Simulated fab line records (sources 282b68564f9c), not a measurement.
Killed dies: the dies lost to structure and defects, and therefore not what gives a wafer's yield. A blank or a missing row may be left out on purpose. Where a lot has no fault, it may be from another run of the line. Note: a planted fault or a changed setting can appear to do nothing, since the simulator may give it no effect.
Which tool was responsible? || flow rit_cmos || 21 wafers from 7 lots sampled at 2 of the route's 202 steps

## WHAT EACH GAUGE READ, for each wafer
RIT_PRETRO_TW_MEAS_10.
{"lot": "L789", "measured": "day 2 13:57", "on": "film_metro-02", "PRETRO_TW": "471 471 471"}
{"lot": "L792", "measured": "day 3 05:05", "on": "film_metro-01", "PRETRO_TW": "472 469 472"}
{"lot": "L795", "measured": "day 3 19:41", "on": "film_metro-01", "PRETRO_TW": "586 583 585"}
{"lot": "L804", "measured": "day 5 17:03", "on": "film_metro-03", "PRETRO_TW": "484 486 481"}
{"lot": "L807", "measured": "day 6 08:29", "on": "film_metro-02", "PRETRO_TW": "473 475 476"}
{"lot": "L809", "measured": "day 6 18:58", "on": "film_metro-02", "PRETRO_TW": "476 476 479"}
{"lot": "L811", "measured": "day 7 04:57", "on": "film_metro-01", "PRETRO_TW": "470 471 471"}

## WHICH TOOL RAN EACH LOT (tool, then ch and the chambers of the sampled wafers, then the start)
{"lot": "L789", "RIT_PRETRO_IMPLANT_08": "implanter-01 ch 0, day 2 13:37"}
{"lot": "L792", "RIT_PRETRO_IMPLANT_08": "implanter-04 ch 0, day 3 04:46"}
{"lot": "L795", "RIT_PRETRO_IMPLANT_08": "implanter-01 ch 0, day 3 19:03"}
{"lot": "L804", "RIT_PRETRO_IMPLANT_08": "implanter-02 ch 0, day 5 16:43"}
{"lot": "L807", "RIT_PRETRO_IMPLANT_08": "implanter-04 ch 0, day 6 08:13"}
{"lot": "L809", "RIT_PRETRO_IMPLANT_08": "implanter-04 ch 0, day 6 18:39"}
{"lot": "L811", "RIT_PRETRO_IMPLANT_08": "implanter-01 ch 0, day 7 04:38"}
- RIT_PRETRO_IMPLANT_08

## THE ANSWER, worked out from the rows above alone
Rule: the lots themselves supply what counts as usual. The widest of any qualifying gaps counts: lots, ordered by their means at a reading, are off when they make up no more than a third of the lots, leave a main group of 4 or more, and stand apart from it by 3 or more times the standard deviation of that group's means. The tables above print the reading to a certain number of digits; a main group whose means all agree to those digits is not used. Also off: a lot with no number at a reading for which 4 or more lots have one. Any other lot the step has rows for is counted as sound.
Off: L795, seen at RIT_PRETRO_TW_MEAS_10 (PRETRO_TW). The main group: mean 475, standard deviation 4.6.
If a tool, at a process step before that reading, ran all the lots that are off and no sound lot after the first of them, it fits. Those tools and the gauges at RIT_PRETRO_TW_MEAS_10 are tried in the same way. No candidate that was tried fits.

## WHAT HAD BEEN PUT IN BY THE SIMULATOR
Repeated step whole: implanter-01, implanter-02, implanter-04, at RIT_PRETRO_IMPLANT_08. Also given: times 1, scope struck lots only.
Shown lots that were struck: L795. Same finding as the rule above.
